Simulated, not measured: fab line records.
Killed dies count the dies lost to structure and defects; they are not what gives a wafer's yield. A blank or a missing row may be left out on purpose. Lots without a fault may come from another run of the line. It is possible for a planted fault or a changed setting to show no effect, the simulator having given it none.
Problem report, 8D (eight disciplines) form, completed by code + flow rit cmos + the parts of the form that need people (team, actions taken, sign-off) are left out

== 1. THE ISSUE ==
Mean SPACER_NITRIDE_THK at RIT_SPACER_THK_MEAS_04: 404.6 nm over 6 wafers in 2 lots; fault-free wafers: 252.1 nm, standard deviation 2.8. That puts it +54 standard deviations away from the usual mean.
The first sign was on wafer L353.2 at day 5 00:14, on film metro-03. At this step, 42 wafers from 14 lots have a number in the record. By rule, "out" or "out of limits" means more than 4 standard deviations away from the usual mean. Any other wafer with a number is counted as sound.

== 2. WHAT IT IS, WHAT IT ISN'T ==
| question                    | is                           | is not                                                                                       |
|-----------------------------|------------------------------|----------------------------------------------------------------------------------------------|
| which readings at this step | SPACER_NITRIDE_THK           | -                                                                                            |
| which lots                  | L353, L355                   | L345, L346, L347, L348, L349, L350, L352, L360, L362, L364, L366, L368                       |
| which wafers of those lots  | all that have a number       | -                                                                                            |
| read on which gauges        | film metro-01, film metro-03 | film metro-02                                                                                |
| when                        | from day 5 00:14             | up to then (21 sound wafers); but 15 sound wafers of L360, L362, L364, L366, L368 came after |

== 3. WHAT RULES OUT EACH SUSPECT ==
Counting: a tool stays on the suspect list if, at a process step up to the reading, it processed all lots that are out and no sound lot following the first of them.
- the gauge at RIT_SPACER_THK_MEAS_04: ruled out. Those wafers that are out were read across 2 gauges (film metro-01, film metro-03).
- lpcvd-01 at RIT_SPACER_CVD_03 (deposits Si3N4 from SiH2Cl2/NH3, target thk 250 nm, time 3300 s): kept. Every lot that is out went through it, starting with L353 (day 4 21:21), and after that it ran no sound lot; the last sound lot it ran before then is L352 (day 4 18:28).
After counting, what remains is lpcvd-01 at RIT_SPACER_CVD_03.

== 4. THE CAUSE (what the simulator had put in) ==
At RIT_SPACER_CVD_03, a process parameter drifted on lpcvd-01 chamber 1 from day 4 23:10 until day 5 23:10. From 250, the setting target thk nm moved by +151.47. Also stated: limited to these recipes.
This tool alone remained once counting was done.

== 5. THE EFFECT CHAIN, in route order ==
Rows list readings where the struck wafers' mean (over those with a number) sits beyond 3 standard deviations from the usual. Readings are gone through only where the record gives a usual standard deviation; hours: the median, over the lots, of the time from a lot's start at the first step in this table giving one to that lot's start at this step; sigmas: the change measured in usual standard deviations.
| hours | step                   | reading             | usual      | on struck wafers | change | sigmas |
|-------|------------------------|---------------------|------------|------------------|--------|--------|
| 0     | RIT_SPACER_THK_MEAS_04 | SPACER_NITRIDE_THK  | 252.1 nm   | 404.6            | +152.5 | +54    |
| 0     | RIT_SPACER_ETCHBACK_05 | oes product au      | 0.850 a.u. | 0.998            | +0.148 | +12    |
| 11    | RIT_M1_PROBE_99        | killed at front end | 7          | 264              | +257   | +83    |
| 11    | RIT_M1_PROBE_99        | killed dies         | 7          | 264              | +257   | +83    |
| 11    | RIT_M1_PROBE_99        | killed on rim       | 1.9        | 70.0             | +68.1  | +49    |
The process steps in it:
- RIT_SPACER_ETCHBACK_05: etches Si3N4 in SF6/CHF3, stops on SiO2, target depth 250 nm, time 240 s.
- RIT_M1_PROBE_99

== 6. WHAT WOULD HAVE CAUGHT IT SOONER ==
In this record the first reading out of limits at a measuring or inspecting step was taken at day 5 00:14, 1 hour after the fault began at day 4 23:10.
Tool readings at RIT_SPACER_CVD_03 with a usual standard deviation given in the record: none out on any struck wafer, hence no alarm at a limit of 4 standard deviations on them.
Among the 2 lots that are out, L355 began RIT_SPACER_CVD_03 on lpcvd-01 after day 5 00:14. Putting the tool on hold at that point would have spared it.
